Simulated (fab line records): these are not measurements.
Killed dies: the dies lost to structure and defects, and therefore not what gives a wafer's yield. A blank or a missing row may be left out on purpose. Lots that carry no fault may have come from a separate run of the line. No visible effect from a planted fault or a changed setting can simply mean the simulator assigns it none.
2 desks looking at one fault ; flow berkeley cmos170 ; only its own numbers are on each desk; what lay behind them is given at the end

== AT THE METROLOGY DESK ==
What the gauges read, lot by lot, whatever tool the lot ran on: means of the sampled wafers that have a number. Any lot whose mean is over 4 standard deviations away from the usual mean is out of limits and marked OUT; that distance is given in the brackets.
Columns: A = NSD_TW at UCB170_NSD_TW_MEAS_10, usual 4197; B = NSD_RS at UCB170_SDANNEAL_RS_MEAS_03, usual 37.26 ohm/sq; C = cd nm at UCB170_M3_CD_MEAS_15, usual 700.1 nm
lot;first seen here;A;B;C
L727;day 7 16:16;4233;37.20;702.4
L723;day 7 16:32;4239;37.21;700.1
L726;day 7 17:13;4223;37.19;700.0
L725;day 7 17:57;4177;37.31;699.7
L729;day 8 20:19;4211;37.37;702.2
L728;day 8 21:13;4174;37.32;700.6
L730;day 9 04:51;4191;37.15;700.4
L732;day 9 05:08;4233;37.22;700.3
L734;day 10 05:43;4128;37.25;700.4
L737;day 10 05:53;4473 (+7.7) OUT;35.07 (-25) OUT;698.0
L738;day 10 05:53;4190;37.36;698.9
L733;day 10 06:02;4390 (+5.4) OUT;35.22 (-23) OUT;699.6
L739;day 10 12:07;4150;37.36;698.5
L740;day 11 05:16;4468 (+7.5) OUT;35.08 (-25) OUT;699.8
L741;day 11 05:59;4152;37.31;700.0
This desk's result: L733, L737, L740 out of limits, first on L737 (NSD_TW at UCB170_NSD_TW_MEAS_10), day 10 05:53. L727, L723, L726, L725, L729, L728, L730, L732, L734, L738, L739, L741 stayed within limits.

== FOR THE TOOL OWNER'S DESK: implanter-03 ==
For each lot that ran on this tool, the mean over its sampled wafers that have a number, from the tool's own readings at UCB170_NSD_IMPLANT_08. Any lot whose mean is over 4 standard deviations away from the usual mean is out of limits and marked OUT; that distance is given in the brackets.
Columns: A = beam energy keV at UCB170_NSD_IMPLANT_08, usual 40.000; B = dose ions cm2 at UCB170_NSD_IMPLANT_08, usual 3.0004e+15; C = end station pressure torr at UCB170_NSD_IMPLANT_08, usual 1.26e-05 Torr
lot;first seen here;A;B;C
L723;day 7 16:19;39.999;2.9975e+15;1.25e-05
L725;day 7 17:43;40.003;2.9974e+15;1.25e-05
L728;day 8 20:58;40.006;3.0012e+15;1.23e-05
L730;day 9 04:37;39.997;3.0028e+15;1.28e-05
L737;day 10 05:39;48.798 (+99 or more) OUT;3.0008e+15;1.24e-05
L733;day 10 05:48;48.778 (+99 or more) OUT;2.9998e+15;1.25e-05
L740;day 11 05:03;48.796 (+99 or more) OUT;3.0008e+15;1.23e-05
Finding of this desk: L733, L737, L740 out of limits; the first was L737 at day 10 05:39, on beam energy keV at UCB170_NSD_IMPLANT_08. L723, L725, L728, L730 stayed within limits.

== BROUGHT TOGETHER ==
An alarm could have come from the tool owner's desk at day 10 05:39, on L733, L737, L740.
On L733, L737, L740, the metrology desk was in a position to raise an alarm at day 10 05:53.
All the named lots went through UCB170_NSD_IMPLANT_08 on implanter-03.

== WHAT HAD BEEN PUT IN BY THE SIMULATOR ==
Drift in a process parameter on implanter-03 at UCB170_NSD_IMPLANT_08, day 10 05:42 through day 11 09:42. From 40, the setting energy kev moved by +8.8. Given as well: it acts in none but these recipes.
Struck lots among those shown: L733, L737, L740.
